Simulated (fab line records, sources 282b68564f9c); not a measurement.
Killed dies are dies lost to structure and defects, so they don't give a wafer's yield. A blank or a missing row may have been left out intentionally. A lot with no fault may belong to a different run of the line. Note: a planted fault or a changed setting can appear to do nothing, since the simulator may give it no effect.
fab line records | flow ritCmos
record lots=5 wafers=23
route steps=202 shown FOX1@20 NWELL@36 PWELL@47 WELLDRIVE@50 PRETRO@71 GATE@84 PLDD@119 SPACER@128 NSD@139 PSD@150 SDANNEAL@156
startH: hours from the record's first day to the start of the lot's first wafer shown | waitH: time in hours since the lot's previous step | " as in the row above | L1.1+2: several wafers, shown together as one row | - either no value or no given start | * or withheld: withheld | < > ~ a bound
route shown NAME@n: NAME is a module with steps in the file, n the number in the route of the first one | usual: average and standard deviation across the fault-free wafers | same: alike in all rows | chamber/n: place in a boat | sites: per-site readings | _std_site: the values' standard deviation | _edge_site: the outer-site mean with the inner-site mean subtracted | radiusMm: for every site, how far away it sits from the centre of the wafer | mask NAME#n: copy n | behind: the tool/chamber that last shaped the wafer | hold: why the lot went on hold/how many hours it stayed there/how the hold came to an end | device: the transistor (n, p or np) that didn't switch | end of line: the same wafers' tests at the end of the route | for a step that has no rows: nothing shown but its recipe | killed: at the first sort, the dies lost to defects and structure; wafer yield is something else | map: the dies of a wafer, with x for killed, . for not killed, _ for no die there
set.NAME: the run value of the setting; set.NAME@STEP: its run value at that earlier step | model.NAME: the simulator's own value behind a step, which no gauge read
lots run with intentionally changed settings; tables by step, rows by wafer
## steps
# step RIT_FOX1_OXIDATION_00
# recipe tempC=1100 ambient=H2O targetThkA=3507 pH2oTorr=720 oxTimeS=1130
# columns lot.wafer tool chamber startH waitH set.oxTimeS model.SiO2_of_FOX1_OXIDATION_00.thkNm
L075.2 furnace-04 0 24.69 0.5 1130 362
L075.3 " 0 " " 1130 351.1
L075.5 " 0 " " 1130 356.7
L076.1 - - - 2.4 1014 321.3
L076.2 " - " " 1014 319.5
L076.4 " - " " 1014 319.8
L076.5 " - " " 1014 317
L076.6 " - " " 1014 321.6
L077.1 - - - 0.3 1230 359.2
L077.2 " - " " 1230 362.1
L077.3 " - " " 1230 361.6
L077.4 " - " " 1230 361.8
L077.5 " - " " 1230 359.8
L078.1 - - - 0.1 1130 346.7
L078.3 " - " " 1130 337.7
L078.4 " - " " 1130 341
L078.5 " - " " 1130 339.4
L078.6 " - " " 1130 337.5
L084.1 - - - 1.1 1279 390.8
L084.3 " - " " 1279 388
L084.4 " - " " 1279 385.5
L084.5 " - " " 1279 384.6
L084.6 " - " " 1279 385.9
# step RIT_FOX1_THK_MEAS_01
# recipe reads=SiO2_of_FOX1_OXIDATION_00
# usual FOX1_OXIDE_THK=348/8.4
# columns lot.wafer tool chamber startH waitH set.oxTimeS@FOX1_OXIDATION_00 FOX1_OXIDE_THK[nm]
L075.2 filmMetro-04 - 26.01 0.0 1130 362
L075.3 " - " " 1130 351
L075.5 " - " " 1130 357
L076.1 filmMetro-01 - - - 1014 321
L076.2 " - " " 1014 320
L076.4 " - " " 1014 320
L076.5 " - " " 1014 317
L076.6 " - " " 1014 322
L077.1 filmMetro-03 - - - 1230 359
L077.2 " - " " 1230 362
L077.3 " - " " 1230 362
L077.4 " - " " 1230 362
L077.5 " - " " 1230 360
L078.1 filmMetro-01 - - - 1130 347
L078.3 " - " " 1130 338
L078.4 " - " " 1130 341
L078.5 " - " " 1130 339
L078.6 " - " " 1130 337
L084.1 filmMetro-04 - - - 1279 391
L084.3 " - " " 1279 388
L084.4 " - " " 1279 385
L084.5 " - " " 1279 384
L084.6 " - " " 1279 385
# step RIT_NWELL_IMPLANT_08
# recipe species=P energyKev=170 doseCm2=5e+13 tiltDeg=7
# columns lot.wafer tool chamber startH waitH set.doseCm2
L075.2+3+5 implanter-04 0 30.62 0.2 5e+13
L077.1+2+3 implanter-01 0 37.51 0.2 5.214e+13
L077.4+5 " 0 " " 5e+13
L076.1+4 implanter-03 0 37.75 0.2 5e+13
L076.2+5+6 " 0 " " 4.783e+13
L078.1+3+6 implanter-04 0 44.03 0.2 5e+13
L078.4+5 " 0 " " 4.773e+13
L084.1+4 implanter-01 0 73.53 0.2 5e+13
L084.3+5+6 " 0 " " 5.272e+13
# step RIT_NWELL_STRIP_09
# recipe chemistry=O2 timeS=180 resist=NOVOLAK platenTempC=withheld powerW=500 pressureMtorr=4000 o2FlowSccm=4000
# step RIT_NWELL_TW_MEAS_10
# usual NWELL_TW=2134/15
# columns lot.wafer tool chamber startH waitH set.doseCm2@NWELL_IMPLANT_08 NWELL_TW
L075.2 filmMetro-02 - 30.93 0.1 5e+13 2145
L075.3 " - " " 5e+13 2151
L075.5 " - " " 5e+13 2143
L077.1 filmMetro-02 - 37.84 0.1 5.214e+13 2164
L077.2 " - " " 5.214e+13 2177
L077.3 " - " " 5.214e+13 2178
L077.4 " - " " 5e+13 2142
L077.5 " - " " 5e+13 2157
L076.1 filmMetro-03 - 38.08 0.1 5e+13 2143
L076.2 " - " " 4.783e+13 2111
L076.4 " - " " 5e+13 2143
L076.5 " - " " 4.783e+13 2114
L076.6 " - " " 4.783e+13 2106
L078.1 filmMetro-01 - 44.36 0.1 5e+13 2121
L078.3 " - " " 5e+13 2131
L078.4 " - " " 4.773e+13 2096
L078.5 " - " " 4.773e+13 2091
L078.6 " - " " 5e+13 2118
L084.1 filmMetro-01 - 73.85 0.1 5e+13 2102
L084.3 " - " " 5.272e+13 2143
L084.4 " - " " 5e+13 2101
L084.5 " - " " 5.272e+13 2152
L084.6 " - " " 5.272e+13 2143
# step RIT_PWELL_IMPLANT_08
# recipe species=B energyKev=170 doseCm2=7e+13 tiltDeg=7
# columns lot.wafer tool chamber startH waitH set.energyKev model.implant.rpNm model.implant.drpNm
L075.2+3+5 implanter-02 0 32.30 0.2 170 499.5 102.9
L077.1+2+3+4+5 implanter-01 0 39.06 0.2 170 476.3 102.9
L076.1+4+6 implanter-03 0 39.57 0.2 170 486 102.9
L076.2+5 " 0 " " 173.9 494.6 103.5
L078.1+6 implanter-01 0 45.59 0.2 170 474.4 102.9
L078.3+4+5 " 0 " " 160.1 453.6 100.7
L084.1+5 implanter-02 0 75.17 0.2 170 482.2 102.9
L084.3+4+6 " 0 " " 174.7 492.4 103.6
# step RIT_PWELL_STRIP_09
# recipe chemistry=O2 timeS=180 resist=NOVOLAK platenTempC=withheld powerW=500 pressureMtorr=4000 o2FlowSccm=4000
# step RIT_WELLDRIVE_ANNEAL_00
# recipe tempC=1100 timeS=14700 ambient=N2
# step RIT_WELLDRIVE_RS_MEAS_01
# recipe thkMeasGauge=four-point-probe
# usual NWELL_RS=275.5/0.91
# columns lot.wafer tool chamber startH waitH set.doseCm2@NWELL_IMPLANT_08 NWELL_RS[ohm/sq]
L075.2 filmMetro-01 - 39.15 0.0 5e+13 275.7
L075.3 " - " " 5e+13 276.0
L075.5 " - " " 5e+13 275.9
L077.1 filmMetro-01 - 44.53 0.0 5.214e+13 268.1
L077.2 " - " " 5.214e+13 267.9
L077.3 " - " " 5.214e+13 267.7
L077.4 " - " " 5e+13 274.8
L077.5 " - " " 5e+13 274.9
L076.1 filmMetro-01 - 45.04 0.0 5e+13 274.8
L076.2 " - " " 4.783e+13 282.1
L076.4 " - " " 5e+13 274.6
L076.5 " - " " 4.783e+13 283.2
L076.6 " - " " 4.783e+13 281.7
L078.1 filmMetro-02 - 52.67 0.0 5e+13 277.4
L078.3 " - " " 5e+13 276.3
L078.4 " - " " 4.773e+13 285.5
L078.5 " - " " 4.773e+13 284.6
L078.6 " - " " 5e+13 276.9
L084.1 filmMetro-02 - 82.08 0.0 5e+13 276.8
L084.3 " - " " 5.272e+13 268.1
L084.4 " - " " 5e+13 276.9
L084.5 " - " " 5.272e+13 267.7
L084.6 " - " " 5.272e+13 266.8
# step RIT_PRETRO_HARDBAKE_07
# recipe resist=NOVOLAK tempC=140 timeS=120
# columns lot.wafer tool chamber startH waitH set.tempC model.NOVOLAK_of_PRETRO_COAT_01.thkNm
L075.2+3 lithoTrack-01 0 42.00 0.1 140 1134
L075.5 " 0 " " 140 1129
L077.1 lithoTrack-01 0 47.46 0.0 141.8 1131
L077.2 " 0 " " 140 1134
L077.3 " 0 " " 141.8 1133
L077.4 " 0 " " 141.8 1132
L077.5 " 0 " " 140 1131
L076.1 lithoTrack-04 0 47.87 0.0 140 1136
L076.2 " 0 " " 136 1145
L076.4 " 0 " " 140 1138
L076.5 " 0 " " 140 1137
L076.6 " 0 " " 136 1146
L078.1 lithoTrack-01 0 55.57 0.1 140 1136
L078.3 " 0 " " 136.1 1145
L078.4 " 0 " " 140 1135
L078.5 " 0 " " 140 1137
L078.6 " 0 " " 136.1 1143
L084.1 lithoTrack-04 0 84.89 0.0 140 1133
L084.3 " 0 " " 140 1135
L084.4 " 0 " " 140 1137
L084.5 " 0 " " 140 1132
L084.6 " 0 " " 140 1134
# step RIT_PRETRO_IMPLANT_08
# recipe species=B energyKev=45 doseCm2=1.2e+13 tiltDeg=7
# columns lot.wafer tool chamber startH waitH set.energyKev model.implant.rpNm model.implant.drpNm
L075.2+3+5 implanter-03 0 42.23 0.2 45 142.5 55.07
L077.1+2+4 implanter-03 0 47.71 0.2 45 143.9 55.07
L077.3+5 " 0 " " 46.85 149.5 56.4
L076.1+2+4 implanter-02 0 48.12 0.2 43.66 140.1 54.09
L076.5+6 " 0 " " 45 144.2 55.07
L078.1+3+5 implanter-03 0 55.82 0.2 45 142.8 55.07
L078.4+6 " 0 " " 45.86 145.3 55.69
L084.1+3+6 implanter-02 0 85.14 0.2 47.39 148.4 56.78
L084.4+5 " 0 " " 45 141.3 55.07
# step RIT_GATE_CVD_08
# recipe material=poly-Si targetThkNm=250 tempC=610 precursor=SiH4 timeS=2220 pressureMtorr=300 sih4FlowSccm=100
# columns lot.wafer tool chamber startH waitH set.timeS model.poly-Si_of_GATE_CVD_08.thkNm
L075.2 lpcvd-02 1 47.23 0.0 2220 248
L075.3 " 1 " " 2220 248.4
L075.5 " 1 " " 2220 248.5
L076.1 - - - 1.1 2082 233.6
L076.2 " - " " 2082 233.8
L076.4 " - " " 2082 233.9
L076.5 " - " " 2082 234.3
L076.6 " - " " 2082 235.3
L077.1+4 - - - 1.1 2220 252.7
L077.2 " - " " 2220 251.1
L077.3 " - " " 2220 251.3
L077.5 " - " " 2220 252.1
L078.1 - - - 0.1 2395 274.6
L078.3 " - " " 2395 271.4
L078.4 " - " " 2395 271.8
L078.5 " - " " 2395 273.6
L078.6 " - " " 2395 271.7
L084.1 - - - 0.1 2220 248
L084.3 " - " " 2220 249.8
L084.4 " - " " 2220 248.7
L084.5 " - " " 2220 246.2
L084.6 " - " " 2220 247.7
# step RIT_GATE_THK_MEAS_09
# recipe reads=poly-Si_of_GATE_CVD_08
# usual GATE_POLY_THK=249.5/1.9
# columns lot.wafer tool chamber startH waitH set.timeS@GATE_CVD_08 GATE_POLY_THK[nm]
L075.2 filmMetro-01 - 48.86 0.0 2220 247.9
L075.3 " - " " 2220 248.0
L075.5 " - " " 2220 248.6
L076.1 filmMetro-02 - - - 2082 233.5
L076.2 " - " " 2082 233.9
L076.4 " - " " 2082 233.9
L076.5 " - " " 2082 234.3
L076.6 " - " " 2082 235.2
L077.1 filmMetro-01 - - - 2220 252.8
L077.2 " - " " 2220 251.1
L077.3 " - " " 2220 251.4
L077.4 " - " " 2220 252.7
L077.5 " - " " 2220 252.1
L078.1 filmMetro-01 - - - 2395 274.5
L078.3 " - " " 2395 271.4
L078.4 " - " " 2395 272.0
L078.5 " - " " 2395 273.4
L078.6 " - " " 2395 271.7
L084.1 filmMetro-02 - - - 2220 247.9
L084.3 " - " " 2220 249.8
L084.4 " - " " 2220 248.7
L084.5 " - " " 2220 246.2
L084.6 " - " " 2220 247.6
# step RIT_GATE_COAT_11
# recipe resist=NOVOLAK spinRpm=4250 resistThkNm=850
# columns lot.wafer tool chamber startH waitH set.spinRpm model.NOVOLAK_of_GATE_COAT_11.thkNm
L075.2 lithoTrack-01 0 49.12 0.1 4250 849.6
L075.3 " 0 " " 4250 850.3
L075.5 " 0 " " 4250 849.7
L077.1 lithoTrack-04 0 55.79 0.1 4094 867.8
L077.2 " 0 " " 4094 870.3
L077.3 " 0 " " 4094 868
L077.4 " 0 " " 4250 850.9
L077.5 " 0 " " 4250 852.1
L076.1 lithoTrack-01 0 55.97 0.1 4250 854.8
L076.2 " 0 " " 4250 853
L076.4 " 0 " " 4547 826.2
L076.5 " 0 " " 4250 852.9
L076.6 " 0 " " 4547 825.1
L078.1+6 lithoTrack-01 0 62.67 0.1 4250 851.7
L078.3 " 0 " " 4491 828
L078.4 " 0 " " 4250 850.8
L078.5 " 0 " " 4491 828.8
L084.1 lithoTrack-04 0 90.87 0.1 4250 849.4
L084.3 " 0 " " 4250 850.7
L084.4 " 0 " " 4061 871
L084.5 " 0 " " 4061 871.4
L084.6 " 0 " " 4061 870
# step RIT_GATE_SOFTBAKE_12
# recipe resist=NOVOLAK tempC=90 timeS=60
# step RIT_GATE_EXPOSE_13
# recipe maskId=M6 na=0.6 sourceShape=conventional sigmaOuter=0.6 targetCdNm=150 doseMj=380
# step RIT_GATE_HARDBAKE_18
# recipe resist=NOVOLAK tempC=140 timeS=60
# columns lot.wafer tool chamber startH waitH set.spinRpm@GATE_COAT_11 model.NOVOLAK_of_GATE_COAT_11.thkNm
L075.2 lithoTrack-03 0 50.10 0.0 4250 752.1
L075.3 " 0 " " 4250 752.7
L075.5 " 0 " " 4250 752.3
L077.1 lithoTrack-04 0 56.77 0.0 4094 768.1
L077.2 " 0 " " 4094 770.2
L077.3 " 0 " " 4094 768.3
L077.4 " 0 " " 4250 753.3
L077.5 " 0 " " 4250 754.4
L076.1 lithoTrack-04 0 57.06 0.0 4250 756.7
L076.2+5 " 0 " " 4250 755.1
L076.4 " 0 " " 4547 731.7
L076.6 " 0 " " 4547 730.7
L078.1 lithoTrack-04 0 63.56 0.0 4250 753.9
L078.3 " 0 " " 4491 733.3
L078.4 " 0 " " 4250 753.2
L078.5 " 0 " " 4491 733.9
L078.6 " 0 " " 4250 754
L084.1 lithoTrack-01 0 91.73 0.0 4250 751.9
L084.3 " 0 " " 4250 753.1
L084.4 " 0 " " 4061 770.8
L084.5 " 0 " " 4061 771.2
L084.6 " 0 " " 4061 770
# step RIT_GATE_ETCH_19
# recipe chemistry=SF6/CHF3/O2 timeS=165 SF6_flow_sccm=30 CHF3_flow_sccm=30 O2_flow_sccm=5 target=poly-Si pressureMtorr=40 rfW=160 targetDepthA=3125 overEtchFrac=0.25 stopOn=SiO2
# usual oesProductAu=0.846/0.0097
# columns lot.wafer tool chamber startH waitH set.timeS@GATE_CVD_08 set.spinRpm@GATE_COAT_11 oesProductAu model.GATE.featureDepthNm model.etch.depthNm model.NOVOLAK_of_GATE_COAT_11.thkNm
L075.2 rieSi-02 3 50.22 0.1 2220 4250 0.821 248 248 672.3
L075.3 " 2 " " 2220 4250 0.853 248.4 248.4 672.3
L075.5 " 1 " " 2220 4250 0.841 248.5 248.5 670.2
L077.1 rieSi-01 1 56.92 0.1 2220 4094 0.852 252.7 252.7 686.7
L077.2 " 2 " " 2220 4094 0.841 251.1 251.1 691.1
L077.3 " 1 " " 2220 4094 0.844 251.3 251.3 685.8
L077.4 " 2 " " 2220 4250 0.840 252.7 252.7 674.3
L077.5 " 1 " " 2220 4250 0.864 252.1 252.1 671.5
L076.1 rieSi-02 0 57.21 0.1 2082 4250 0.807 233.6 233.6 672.6
L076.2 " 3 " " 2082 4250 0.798 233.8 233.8 675.8
L076.4 " 1 " " 2082 4547 0.805 233.9 233.9 650.6
L076.5 " 2 " " 2082 4250 0.818 234.3 234.3 674.6
L076.6 " 1 " " 2082 4547 0.806 235.3 235.3 649.2
L078.1 rieSi-01 1 63.71 0.1 2395 4250 0.905 274.6 274.6 671.5
L078.3 " 0 " " 2395 4491 0.912 271.4 271.4 650.8
L078.4 " 2 " " 2395 4250 0.891 271.8 271.8 673
L078.5 " 1 " " 2395 4491 0.906 273.6 273.6 651.3
L078.6 " 2 " " 2395 4250 0.888 271.7 271.7 674.3
L084.1 rieSi-01 2 91.88 0.1 2220 4250 0.834 248 248 672
L084.3 " 3 " " 2220 4250 0.843 249.8 249.8 666
L084.4 " 1 " " 2220 4061 0.843 248.7 248.7 688.3
L084.5 " 3 " " 2220 4061 0.837 246.2 246.2 684
L084.6 " 2 " " 2220 4061 0.834 247.7 247.7 689.8
# step RIT_PLDD_DEVELOP_05
# recipe resist=NOVOLAK developTimeS=50 devTempC=23
# columns lot.wafer tool chamber startH waitH set.developTimeS
L075.2+3+5 lithoTrack-03 0 - - 50
L077.1+3 lithoTrack-03 0 - - 47.05
L077.2+4+5 " 0 " " 50
L076.1+6 lithoTrack-04 0 - - 50
L076.2+4+5 " 0 " " 56.93
L078.1+3+4+5+6 lithoTrack-04 0 - - 50
L084.1+4 lithoTrack-03 0 - - 50
L084.3+5+6 " 0 " " 57.21
# step RIT_PLDD_HARDBAKE_07
# recipe resist=NOVOLAK tempC=140 timeS=60
# step RIT_SPACER_CVD_03
# recipe material=Si3N4 targetThkNm=250 tempC=810 precursor=SiH2Cl2/NH3 timeS=3300 pressureMtorr=300 sih2cl2FlowSccm=60 nh3FlowSccm=150
# step RIT_SPACER_ETCHBACK_05
# recipe targetDepthA=2500 SF6_flow_sccm=30 CHF3_flow_sccm=30 target=Si3N4 chemistry=SF6/CHF3 pressureMtorr=40 rfW=250 timeS=240 stopOn=SiO2
# columns lot.wafer tool chamber startH waitH set.timeS@GATE_CVD_08 model.poly-Si_of_GATE_CVD_08.thkNm
L075.2 rieDiel-02 0 60.40 0.0 2220 162.3
L075.3 " 2 " " 2220 165.9
L075.5 " 0 " " 2220 162
L077.1 rieDiel-02 3 67.05 0.1 2220 167.7
L077.2 " 0 " " 2220 164.9
L077.3 " 2 " " 2220 169.3
L077.4 " 1 " " 2220 169.8
L077.5 " 1 " " 2220 168.6
L076.1 rieDiel-03 3 67.38 0.1 2082 152.4
L076.2 " 2 " " 2082 150.6
L076.4 " 0 " " 2082 152
L076.5 " 1 " " 2082 151.6
L076.6 " 2 " " 2082 151.4
L078.1 rieDiel-04 1 73.97 0.1 2395 193
L078.3 " 2 " " 2395 189.1
L078.4 " 0 " " 2395 189.9
L078.5 " 0 " " 2395 192
L078.6 " 3 " " 2395 190.8
L084.1 rieDiel-04 2 102.72 0.1 2220 166.4
L084.3 " 1 " " 2220 167.4
L084.4 " 3 " " 2220 167
L084.5 " 0 " " 2220 165.1
L084.6 " 3 " " 2220 166.1
# step RIT_NSD_IMPLANT_08
# recipe species=P energyKev=25 doseCm2=1e+15 tiltDeg=7
# columns lot.wafer tool chamber startH waitH set.doseCm2
L075.2+3+5 implanter-04 0 61.71 0.1 1e+15
L077.1+3+5 implanter-04 0 68.24 0.1 1e+15
L077.2+4 " 0 " " 9.645e+14
L076.1+2 implanter-02 0 68.71 0.1 1e+15
L076.4+5+6 " 0 " " 1.03e+15
L078.1+3+4+5+6 implanter-04 0 75.32 0.1 1e+15
L084.1+3+4+5+6 implanter-02 0 104.07 0.1 1e+15
# step RIT_PSD_IMPLANT_08
# recipe species=BF2 energyKev=27 doseCm2=5e+15 tiltDeg=7
# columns lot.wafer tool chamber startH waitH set.tiltDeg
L075.2+3+5 implanter-02 0 63.13 0.1 7
L077.1+2+3+4+5 implanter-02 0 69.79 0.1 7
L076.1+2+5 implanter-03 0 70.54 0.1 7.282
L076.4+6 " 0 " " 7
L078.1+3+6 implanter-02 0 76.87 0.1 6.319
L078.4+5 " 0 " " 7
L084.1+3+5 implanter-02 0 105.63 0.1 7
L084.4+6 " 0 " " 5.969
# step RIT_PSD_STRIP_09
# recipe chemistry=O2 timeS=180 resist=NOVOLAK platenTempC=withheld powerW=500 pressureMtorr=4000 o2FlowSccm=4000
# step RIT_SDANNEAL_RTA_03
# recipe tempC=1050 timeS=5 idleTempC=600 rampUpCPerS=342 rampDownCPerS=171 coolToC=600 ambient=N2
# step RIT_SDANNEAL_RS_MEAS_05
# recipe thkMeasGauge=four-point-probe
# usual NSD_RS=84.57/0.25
# columns lot.wafer tool chamber startH waitH set.doseCm2@NSD_IMPLANT_08 NSD_RS[ohm/sq]
L075.2 filmMetro-03 - 64.13 0.1 1e+15 84.93
L075.3 " - " " 1e+15 85.06
L075.5 " - " " 1e+15 84.93
L077.1 filmMetro-02 - 70.72 0.1 1e+15 84.60
L077.2 " - " " 9.645e+14 87.06
L077.3 " - " " 1e+15 84.62
L077.4 " - " " 9.645e+14 86.91
L077.5 " - " " 1e+15 84.94
L076.1 filmMetro-03 - 71.47 0.1 1e+15 84.66
L076.2 " - " " 1e+15 84.34
L076.4 " - " " 1.03e+15 82.40
L076.5 " - " " 1.03e+15 82.65
L076.6 " - " " 1.03e+15 82.64
L078.1 filmMetro-03 - 77.80 0.1 1e+15 84.60
L078.3 " - " " 1e+15 84.37
L078.4 " - " " 1e+15 84.37
L078.5 " - " " 1e+15 84.55
L078.6 " - " " 1e+15 83.98
L084.1 filmMetro-03 - 106.56 0.1 1e+15 84.01
L084.3 " - " " 1e+15 84.31
L084.4 " - " " 1e+15 84.27
L084.5 " - " " 1e+15 84.36
L084.6 " - " " 1e+15 84.21
## key
split step=RIT_FOX1_OXIDATION_00 setting=oxTimeS stated=1130 by=lot
response step=RIT_FOX1_OXIDATION_00 reading=model.SiO2_of_FOX1_OXIDATION_00.thkNm change=+2.63 per=1% r=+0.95
response step=RIT_FOX1_THK_MEAS_01 reading=FOX1_OXIDE_THK change=+2.62 per=1% r=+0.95
split step=RIT_NWELL_IMPLANT_08 setting=doseCm2 stated=5e+13 by=wafer
response step=RIT_NWELL_TW_MEAS_10 reading=NWELL_TW change=+7.13 per=1% r=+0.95
response step=RIT_WELLDRIVE_RS_MEAS_01 reading=NWELL_RS change=-1.73 per=1% r=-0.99
split step=RIT_PWELL_IMPLANT_08 setting=energyKev stated=170 by=wafer
response step=RIT_PWELL_IMPLANT_08 reading=model.implant.rpNm change=+3.61 per=1% r=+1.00
response step=RIT_PWELL_IMPLANT_08 reading=model.implant.drpNm change=+0.355 per=1% r=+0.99
split step=RIT_PRETRO_HARDBAKE_07 setting=tempC stated=140 by=wafer
response step=RIT_PRETRO_HARDBAKE_07 reading=model.NOVOLAK_of_PRETRO_COAT_01.thkNm change=-2.74 per=1% r=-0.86
split step=RIT_PRETRO_IMPLANT_08 setting=energyKev stated=45 by=wafer
response step=RIT_PRETRO_IMPLANT_08 reading=model.implant.rpNm change=+1.35 per=1% r=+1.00
response step=RIT_PRETRO_IMPLANT_08 reading=model.implant.drpNm change=+0.323 per=1% r=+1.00
split step=RIT_GATE_CVD_08 setting=timeS stated=2220 by=lot
response step=RIT_GATE_CVD_08 reading=model.poly-Si_of_GATE_CVD_08.thkNm change=+2.74 per=1% r=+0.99
response step=RIT_GATE_THK_MEAS_09 reading=GATE_POLY_THK change=+2.74 per=1% r=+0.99
response step=RIT_GATE_ETCH_19 reading=oesProductAu change=+0.00668 per=1% r=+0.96
response step=RIT_GATE_ETCH_19 reading=model.GATE.featureDepthNm change=+2.74 per=1% r=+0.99
response step=RIT_GATE_ETCH_19 reading=model.etch.depthNm change=+2.74 per=1% r=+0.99
response step=RIT_SPACER_ETCHBACK_05 reading=model.poly-Si_of_GATE_CVD_08.thkNm change=+2.82 per=1% r=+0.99
split step=RIT_GATE_COAT_11 setting=spinRpm stated=4250 by=wafer
response step=RIT_GATE_COAT_11 reading=model.NOVOLAK_of_GATE_COAT_11.thkNm change=-4.21 per=1% r=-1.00
response step=RIT_GATE_HARDBAKE_18 reading=model.NOVOLAK_of_GATE_COAT_11.thkNm change=-3.68 per=1% r=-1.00
response step=RIT_GATE_ETCH_19 reading=model.NOVOLAK_of_GATE_COAT_11.thkNm change=-3.78 per=1% r=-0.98
split step=RIT_PLDD_DEVELOP_05 setting=developTimeS stated=50 by=wafer
response none clear
split step=RIT_NSD_IMPLANT_08 setting=doseCm2 stated=1e+15 by=wafer
response step=RIT_SDANNEAL_RS_MEAS_05 reading=NSD_RS change=-0.64 per=1% r=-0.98
split step=RIT_PSD_IMPLANT_08 setting=tiltDeg stated=7 by=wafer
response none clear
